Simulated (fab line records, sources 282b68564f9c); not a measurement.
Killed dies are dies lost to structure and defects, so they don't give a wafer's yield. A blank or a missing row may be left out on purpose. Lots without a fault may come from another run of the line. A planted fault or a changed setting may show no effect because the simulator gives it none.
One fault seen from 2 desks | flow rit_cmos | each desk has only its own numbers; what lay behind them comes last

THE METROLOGY DESK
What the gauges read, lot by lot, whatever tool the lot ran on: means of the sampled wafers that have a number. A lot is out of limits, marked OUT, if its mean lies more than 4 standard deviations from the usual mean; the brackets give that distance.
Columns: A = NRETRO_TW at RIT_NRETRO_TW_MEAS_10, usual 1051; B = REOX_OXIDE_THK at RIT_REOX_THK_MEAS_04, usual 25.5 nm; C = M1_AL_RS at RIT_M1_RS_MEAS_01, usual 0.0735 ohm/sq; D = M1_AL_THK at RIT_M1_THK_MEAS_02, usual 394 nm
lot  | first seen here | A    | B    | C      | D
L529 | day 2 16:50     | 1042 | 25.6 | 0.0736 | 395
L530 | day 2 17:20     | 1065 | 25.5 | 0.0735 | 393
L532 | day 3 01:56     | 1060 | 25.7 | 0.0733 | 397
L534 | day 3 09:56     | 1060 | 25.5 | 0.0737 | 396
L538 | day 4 05:31     | 1046 | 25.8 | 0.0759 | 382
L540 | day 4 15:42     | 1048 | 26.1 | 0.0725 | 398
L542 | day 5 00:45     | 1063 | 25.4 | 0.0740 | 393
L544 | day 5 16:11     | 1041 | 25.1 | 0.0723 | 402
L546 | day 5 23:25     | 1060 | 25.7 | 0.0730 | 396
L548 | day 6 10:08     | 1050 | 25.7 | 0.0729 | 400
L550 | day 6 18:55     | 1040 | 24.8 | 0.0739 | 395
L551 | day 7 00:08     | 1050 | 24.8 | 0.0733 | 397
L552 | day 7 05:40     | 1036 | 25.3 | 0.0742 | 388
This desk's finding: nothing out of limits on any of the 13 lots.

THE TOOL OWNER'S DESK: pvd_sputter-03
The tool's own readings at RIT_M1_SPUTTER_00 (material Al, target thk 400 nm, time 500 s): means of the sampled wafers that have a number, for each lot that ran on this tool. A lot is out of limits, marked OUT, if its mean lies more than 4 standard deviations from the usual mean; the brackets give that distance.
Columns: A = chamber_pressure_pa at RIT_M1_SPUTTER_00, usual 0.4001 Pa; B = throttle_valve_pct at RIT_M1_SPUTTER_00, usual 30.0 %
lot  | first seen here | A                | B
L530 | day 3 22:46     | 0.4003           | 29.3
L538 | day 5 04:52     | 0.4313 (+36) OUT | 28.4
L552 | day 8 06:11     | 0.4009           | 29.8
This desk's finding: out of limits on L538; first on L538, day 5 04:52 (chamber_pressure_pa at RIT_M1_SPUTTER_00). In limits: L530, L552.

PUT TOGETHER
The tool owner's desk could have raised an alarm at day 5 04:52, on L538.
The metrology desk saw nothing out of limits.
The metrology desk has L538 on record, within its limits.
Of the lots named, all ran RIT_M1_SPUTTER_00 on pvd_sputter-03.

WHAT THE SIMULATOR HAD PUT IN
Process parameter drift: pvd_sputter-03, from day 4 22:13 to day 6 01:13, at RIT_M1_SPUTTER_00. Setting chamber_pressure_pa, moved by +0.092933, from 0.4. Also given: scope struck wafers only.
Lots struck among those shown: L538.
Hours from the fault's start to each desk's first reading out of limits: the tool owner's desk, 7.
